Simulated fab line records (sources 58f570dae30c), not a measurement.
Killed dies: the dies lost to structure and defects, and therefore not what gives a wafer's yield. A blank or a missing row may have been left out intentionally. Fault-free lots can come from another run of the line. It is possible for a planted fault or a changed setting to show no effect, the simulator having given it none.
Comparing a struck lot with a sound one + flow berkeley_cmos170 + 21 steps out of a route of 331
Sound: the wafers L529.3, L529.4, L529.5. The struck wafers were L539.1, L539.5, L539.6. The cause comes at the end.
Order at every step that has rows: each side's tool, ch and its chambers, its first start. Under that, the readings that differ: sound wafers + struck wafers + difference of the means + sigmas: that difference in standard deviations of wafers without a fault.
alike: a reading whose means differ by less than 2 such deviations, as well as words and numbers matching on both sides. not compared: withheld readings; readings where some wafer has no value; bounds like >300 that might hide an equal value; numbers whose values overlap and for which the record gives no deviation.
A row with sigmas, a row that says differs or no value, or rows on one side alone: a step with any of these is where the two part. Non-overlapping numbers with no deviation appear without sigmas and do not part them. A reading missing from all wafers of one side parts the sides only when that side holds two or more wafers.

UCB170_M2_ETCH_17: etches BARC in N2/H2.
  sound on rie_diel-02 ch 0,2, day 10 14:45; struck on rie_diel-03 ch 1,2, day 12 15:28
  alike: drypump_motor_current_A, oes_product_au, rf_fwd_power_W, throttle_valve_pct
UCB170_M2_METAL_ETCH_18: etches Al in Cl2/BCl3, stops on SiO2, target depth 1170 nm, time 195 s.
  sound on rie_metal-01 ch 0,1, day 10 14:51; struck on rie_metal-04 ch 0,1, day 12 15:31
  alike: drypump_motor_current_A, oes_product_au, rf_fwd_power_W, throttle_valve_pct
  not compared: rf_hours_counter_h
UCB170_M2_STRIP_19: strips in O2.
  sound on plasma_asher-03 ch 0,1, day 10 15:01; struck on plasma_asher-01 ch 0,1, day 12 15:46
  alike: drypump_motor_current_A, oes_product_au
  not compared: rf_hours_counter_h
UCB170_M2_CD_MEAS_90: the cd target is 700 nm.
  struck on cd_sem-01, day 12 15:52; sound on cd_sem-01, day 10 15:07
  alike: cd_nm
then, 1 step without rows for these wafers: UCB170_V2_CVD_00 (deposits SiO2 from TEOS/O2, target thk 2000 nm, time 250 s).
UCB170_V2_THK_MEAS_01:
  struck on film_metro-03, day 12 16:08; sound on film_metro-02, day 10 15:27
  alike: V2_TEOS_THK
UCB170_V2_CMP_02: polishes SiO2.
  sound on cmp-02 ch 0,1,2, day 10 15:35; struck on cmp-02 ch 2,3, day 12 16:14
  alike: motor_current_A
UCB170_V2_BOW_MEAS_03:
  struck on film_metro-04, day 12 16:29; sound on film_metro-03, day 10 15:50
| reading     | sound    | struck   | difference | sigmas |
|-------------|----------|----------|------------|--------|
| V2_BOW (um) | 25 30 28 | 46 37 41 | +14        | +2     |
UCB170_V2_THK_MEAS_04:
  struck on film_metro-04, day 12 16:37; sound on film_metro-03, day 10 15:56
  alike: V2_POLISHED_THK
then, 3 steps without rows for these wafers: UCB170_V2_CLEAN_05 (cleans in DIW); UCB170_V2_HMDS_06 (prime time 60 s); UCB170_V2_COAT_07 (resist thk 900 nm).
UCB170_V2_SOFTBAKE_08: time 60 s.
  sound on litho_track-03 ch 0, day 10 16:30; struck on litho_track-03 ch 0, day 12 17:16
| reading                  | sound                | struck               | difference | sigmas |
|--------------------------|----------------------|----------------------|------------|--------|
| heater_power_total_W (W) | 56.76 56.81 56.86    | 54.26 54.15 54.16    | -2.62      | -58    |
| plate_temp_C (C)         | 129.96 129.89 129.68 | 125.22 125.32 125.06 | -4.64      | -36    |
  alike: chill_plate_temp_C
then, 2 steps without rows for these wafers: UCB170_V2_EXPOSE_09 (exposes mask VIA2, target cd 700 nm); UCB170_V2_PEB_10.
UCB170_V2_DEVELOP_11: develop time 45 s.
  sound on litho_track-01 ch 0; struck on litho_track-03 ch 0
  alike: chill_plate_temp_C
  not compared: model.KrF_of_V2_COAT_07.thk_nm
UCB170_V2_CD_MEAS_12: the cd target is 700 nm.
  struck on cd_sem-02, day 12 18:02; sound on cd_sem-01, day 10 17:02
| reading    | sound             | struck            | difference | sigmas |
|------------|-------------------|-------------------|------------|--------|
| cd_nm (nm) | 700.7 699.8 700.6 | 690.5 691.2 689.6 | -9.9       | -7     |
UCB170_V2_OVL_MEAS_13:
  struck on overlay-01, day 12 18:10; sound on overlay-01, day 10 17:07
  alike: V2_OVL
UCB170_V2_ETCH_14: etches SiO2 in CHF3/CF4/Ar, stops on Al, target depth 1250 nm, time 295.2 s.
  sound on rie_diel-03 ch 1,2, day 10 17:08; struck on rie_diel-04 ch 0,1,2, day 12 18:12
| reading             | sound             | struck            | difference | sigmas |
|---------------------|-------------------|-------------------|------------|--------|
| model.V2.cd_nm (nm) | 700.1 700.4 699.8 | 691.1 690.3 689.9 | -9.7       |        |
  alike: drypump_motor_current_A, oes_product_au, throttle_valve_pct
  not compared: rf_hours_counter_h
UCB170_V2_STRIP_15: strips in O2.
  sound on plasma_asher-01 ch 0,1, day 10 17:22; struck on plasma_asher-02 ch 0,1, day 12 18:23
  alike: drypump_motor_current_A, oes_product_au, strip_time_to_endpoint_s
  not compared: rf_hours_counter_h
UCB170_M3_PROBE_99:
  the record has rows for the struck wafers here (prober-01, day 12 22:14) and none for the sound ones

WHERE THEY PART
Last at UCB170_M3_PROBE_99 as far as this record goes, first at UCB170_V2_BOW_MEAS_03.

WHY: whatever the simulator had introduced
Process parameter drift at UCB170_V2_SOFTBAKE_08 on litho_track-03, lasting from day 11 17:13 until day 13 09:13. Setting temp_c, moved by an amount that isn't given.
